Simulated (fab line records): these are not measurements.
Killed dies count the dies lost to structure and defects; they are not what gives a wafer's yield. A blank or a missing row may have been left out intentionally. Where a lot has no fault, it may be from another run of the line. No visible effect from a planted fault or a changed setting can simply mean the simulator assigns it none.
Code-filled problem report in 8D (eight disciplines) form + flow ritCmos + the parts of the form that need people (team, actions taken, sign-off) are left out

1. THE PROBLEM
M1_AL_RS at RIT_M1_RS_MEAS_01 reads a mean of 0.0546 ohm/sq on 1 wafer of 1 lot; wafers without a fault read 0.0737 ohm/sq with a standard deviation of 0.00093. Relative to the usual mean, that is a shift of -21 standard deviations.
The step: measures by four-point-probe.
Earliest sighting: wafer L435.3 on filmMetro-02 at day 7 15:37. The record has a number at this step for 39 wafers belonging to 13 lots. The rule behind "out" and "out of limits": a value lying over 4 standard deviations away from the usual mean. Any other wafer with a number is counted as sound.

2. WHAT IT IS; WHAT IT IS NOT
| question                    | is               | is not                                                                    |
|-----------------------------|------------------|---------------------------------------------------------------------------|
| which readings at this step | M1_AL_RS         | -                                                                         |
| which lots                  | L435             | L414, L416, L417, L418, L420, L421, L422, L425, L426, L428, L436, L437    |
| which wafers of those lots  | L435.3           | L435.2, L435.4                                                            |
| read on which gauges        | filmMetro-02     | filmMetro-01, filmMetro-03                                                |
| when                        | from day 7 15:37 | up to then (32 sound wafers); but 6 sound wafers of L436, L437 came after |

3. THE SUSPECTS, EACH WITH WHAT RULES IT OUT
Counting: any tool at a process step up to the reading remains a suspect provided it ran every lot that is out. Sound lots after the first of them don't rule it out here, since some wafers of a struck lot are sound.
- the gauge at RIT_M1_RS_MEAS_01 has been ruled out. All the wafers that are out were read on filmMetro-02, but those of them that RIT_M1_METAL_ETCH_12 has rows for are out there too, on other tools.
- pvdSputter-02 at RIT_M1_SPUTTER_00 (material Al, target thk 400 nm, time 500 s): kept. The lot that is out, L435, ran on it at day 7 15:19; the last sound lot it ran before that was L426, at day 5 20:24.
After counting, what remains is pvdSputter-02 at RIT_M1_SPUTTER_00.

4. THE CAUSE (what the simulator had put in)
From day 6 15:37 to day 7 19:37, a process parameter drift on pvdSputter-02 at RIT_M1_SPUTTER_00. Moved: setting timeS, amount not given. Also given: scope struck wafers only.
Counting left only this tool.

5. THE CHAIN OF EFFECTS, in route order
Each row: a reading where the mean over the struck wafers with a number is more than 3 standard deviations away from the usual. Scope: only readings with a usual standard deviation given in the record; hours: median across lots of the time from each lot's start at the first step in this table that gives one to its start at this step; sigmas: change in usual standard deviations.
| hours | step                 | reading      | usual         | on struck wafers | change  | sigmas |
|-------|----------------------|--------------|---------------|------------------|---------|--------|
| 0     | RIT_M1_RS_MEAS_01    | M1_AL_RS     | 0.0737 ohm/sq | 0.0546           | -0.0191 | -21    |
| 0     | RIT_M1_THK_MEAS_02   | M1_AL_THK    | 399 nm        | 531              | +132    | +25    |
| 1     | RIT_M1_METAL_ETCH_12 | oesProductAu | 0.770 a.u.    | 0.904            | +0.134  | +12    |
Here are the process steps it includes:
- RIT_M1_METAL_ETCH_12: etches Al in Cl2/BCl3, stops on SiO2, time 165 s, target depth 600 nm.

6. WHAT WOULD HAVE CAUGHT IT SOONER
The first out-of-limits reading at a measuring or inspecting step in this record came at day 7 15:37, 24 hours after the fault's start at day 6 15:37.
No tool reading at RIT_M1_SPUTTER_00 that has a usual standard deviation in the record was out on any struck wafer, so an alarm limit of 4 standard deviations on those readings would not have fired.
Each of the lots that are out, 1 in all, had begun RIT_M1_SPUTTER_00 on pvdSputter-02 no later than day 7 15:37. None of them would have been spared by holding the tool at that moment.
